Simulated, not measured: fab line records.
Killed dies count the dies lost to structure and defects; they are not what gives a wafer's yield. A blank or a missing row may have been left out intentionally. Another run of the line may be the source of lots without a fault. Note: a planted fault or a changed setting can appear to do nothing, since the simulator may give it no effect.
Which tool was responsible?	flow ritCmos	13 lots, 39 wafers sampled, at 5 steps of a route of 202

WHAT THE GAUGES READ, wafer by wafer
RIT_PWELL_TW_MEAS_10.
lot	measured	on	PWELL_TW
L846	day 2 01:03	filmMetro-02	956 962 955
L847	day 2 04:53	filmMetro-02	954 961 961
L848	day 2 11:44	filmMetro-02	959 957 959
L849	day 2 15:55	filmMetro-02	958 964 961
L850	day 3 00:10	filmMetro-02	956 964 962
L851	day 3 02:22	filmMetro-02	958 960 958
L852	day 3 05:56	filmMetro-02	968 964 964
L853	day 3 12:09	filmMetro-03	951 954 955
L856	day 4 04:01	filmMetro-03	960 956 960
L858	day 4 13:03	filmMetro-04	942 944 950
L859	day 4 19:02	filmMetro-03	955 954 956
L866	day 6 03:32	filmMetro-03	957 953 952
L869	day 6 23:34	filmMetro-03	950 956 949

RIT_NLDD_OVL_MEAS_06.
lot	measured	on	NLDD_OVL (nm)
L846	day 2 20:10	overlay-01	-3.2 -4.1 -2.6
L847	day 3 00:23	overlay-02	-0.7 -1.1 -0.6
L848	day 3 07:46	overlay-01	-4.2 -3.5 -2.8
L849	day 3 12:57	overlay-01	-1.6 -2.6 -2.3
L850	day 3 19:15	overlay-01	1.1 -0.9 0.4
L851	day 3 21:10	overlay-02	-3.3 -4.6 -2.5
L852	day 4 04:32	overlay-01	-1.0 -0.9 -1.6
L853	day 4 09:45	overlay-01	-2.0 -1.8 -2.5
L856	day 5 00:01	overlay-02	-2.0 -2.4 -1.5
L858	day 5 09:15	overlay-02	-1.5 -0.9 -2.4
L859	day 5 14:43	overlay-01	0.0 -2.3 -1.8
L866	day 7 04:13	overlay-01	-0.8 1.0 0.2
L869	day 7 22:32	overlay-02	-1.6 -0.3 -0.7

RIT_M1_CD_MEAS_09: the cd target is 2600 nm.
lot	measured	on	cdNm (nm)
L846	day 3 08:51	cdSem-02	2600.1 2599.3 2599.8
L847	day 3 13:16	cdSem-02	2601.7 2599.0 2599.8
L848	day 3 20:22	cdSem-02	2601.3 2597.5 2599.5
L849	day 4 02:38	cdSem-02	2601.2 2599.5 2601.6
L850	day 4 08:20	cdSem-02	2599.6 2600.9 2597.7
L851	day 4 09:58	cdSem-02	2605.3 2604.7 2603.2
L852	day 4 17:59	cdSem-02	2601.8 2598.5 2598.1
L853	day 4 23:13	cdSem-02	2604.9 2605.2 2602.7
L856	day 5 13:27	cdSem-01	2596.0 2597.6 2599.4
L858	day 5 22:28	cdSem-02	2601.0 2598.1 2598.4
L859	day 6 03:46	cdSem-01	2600.0 2599.7 2596.7
L866	day 7 16:44	cdSem-02	2583.5 2582.3 2580.7
L869	day 8 11:17	cdSem-02	2603.1 2602.6 2600.4

TOOL THAT RAN EACH LOT (tool first, then ch and the chambers of the sampled wafers, then the start)
lot	RIT_SILICIDE_SPUTTER_01	RIT_M1_EXPOSE_06
L846	pvdSputter-01, day 3 04:36	ilineStepper-01 ch 0, day 3 08:25
L847	pvdSputter-04, day 3 08:49	ilineStepper-02 ch 0, day 3 12:50
L848	pvdSputter-02, day 3 16:10	ilineStepper-02 ch 0, day 3 19:56
L849	pvdSputter-01, day 3 22:17	ilineStepper-01 ch 0, day 4 02:12
L850	pvdSputter-04, day 4 03:53	ilineStepper-01 ch 0, day 4 07:54
L851	pvdSputter-01, day 4 05:53	ilineStepper-01 ch 0, day 4 09:32
L852	pvdSputter-04, day 4 13:45	ilineStepper-01 ch 0, day 4 17:33
L853	pvdSputter-02, day 4 18:46	ilineStepper-02 ch 0, day 4 22:45
L856	pvdSputter-04, day 5 09:21	ilineStepper-02 ch 0, day 5 13:01
L858	pvdSputter-04, day 5 17:44	ilineStepper-02 ch 0, day 5 21:46
L859	pvdSputter-02, day 5 23:14	ilineStepper-01 ch 0, day 6 03:05
L866	pvdSputter-04, day 7 12:35	ilineStepper-02 ch 0, day 7 16:18
L869	pvdSputter-04, day 8 06:56	ilineStepper-01 ch 0, day 8 10:46
- RIT_SILICIDE_SPUTTER_01: material Ti, target thk 30 nm, time 246.4 s.
- RIT_M1_EXPOSE_06: exposes mask M12, target cd 2600 nm.

WHAT THE TOOLS THEMSELVES READ (means of the sampled wafers that have a number; where no wafer has one, the mark that the record gives instead)
RIT_SILICIDE_SPUTTER_01.
lot	tool	throttleValvePct (%)
L846	pvdSputter-01	31.2
L847	pvdSputter-04	30.1
L848	pvdSputter-02	29.7
L849	pvdSputter-01	29.9
L850	pvdSputter-04	29.4
L851	pvdSputter-01	29.8
L852	pvdSputter-04	29.5
L853	pvdSputter-02	30.3
L856	pvdSputter-04	30.1
L858	pvdSputter-04	30.3
L859	pvdSputter-02	29.6
L866	pvdSputter-04	30.2
L869	pvdSputter-04	29.5

RIT_M1_EXPOSE_06.
lot	tool	exposureDoseMJCm2	focusOffsetNm (nm)	stageVelMmS (mm/s)
L846	ilineStepper-01	250.05	-0.4	500.18
L847	ilineStepper-02	250.11	-0.1	499.96
L848	ilineStepper-02	250.05	-0.5	499.87
L849	ilineStepper-01	250.11	0.2	499.64
L850	ilineStepper-01	249.98	0.3	500.44
L851	ilineStepper-01	249.85	0.1	499.80
L852	ilineStepper-01	250.07	-0.0	500.06
L853	ilineStepper-02	250.16	-0.2	500.23
L856	ilineStepper-02	250.05	-0.1	500.08
L858	ilineStepper-02	249.97	-0.3	499.70
L859	ilineStepper-01	250.08	0.1	500.34
L866	ilineStepper-02	248.00	-0.5	500.12
L869	ilineStepper-01	250.10	0.2	500.06

THE ANSWER, worked out from the rows above alone
Rule: the lots themselves supply what counts as usual. Put in order of their means at a reading, lots are off if they are a third of the lots or fewer, leave a main group of 4 or more, and stand apart from it by a gap of 3 or more times the standard deviation of the main group's means; of several such gaps the widest counts. A main group whose means are all the same, to the digits that the tables above print for the reading, isn't used. A lot without any number at a reading at which 4 lots or more have one is off too. The other lots that the step has rows for count as sound. The gauges are gone through in route order, then the tools' own readings, and for those a lot's mean is taken as printed above. The first step at which some lot is off is used, and at that step the reading that is off furthest; a lot without a number counts as furthest.
Off: L866 (RIT_M1_CD_MEAS_09, cdNm). Mean 2600.4 nm and standard deviation 2 in the main group.
A tool fits if, at a process step before that reading, it ran every lot that is off, and no sound lot after the first of them. The gauges at RIT_M1_CD_MEAS_09 aren't tried: what is off there is off at RIT_M1_EXPOSE_06 too, on other tools, and a gauge's error can't cause that. One candidate fits, namely ilineStepper-02 at RIT_M1_EXPOSE_06. Its last sound lot is L858 (day 5 21:46), its first lot that is off L866 (day 7 16:18): a fault that began between those two fits.
On the lots that are off, the tool's own readings at RIT_M1_EXPOSE_06 differ by more than 5 times the standard deviation of the sound lots' means, which bears it out; exposureDoseMJCm2 reads 248.00 there versus 250.05 on the sound lots.

WHAT HAD BEEN PUT IN BY THE SIMULATOR
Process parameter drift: ilineStepper-02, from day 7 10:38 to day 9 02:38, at RIT_M1_EXPOSE_06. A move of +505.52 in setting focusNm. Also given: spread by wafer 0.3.
Shown lots that were struck: L866. The rule above found the same.
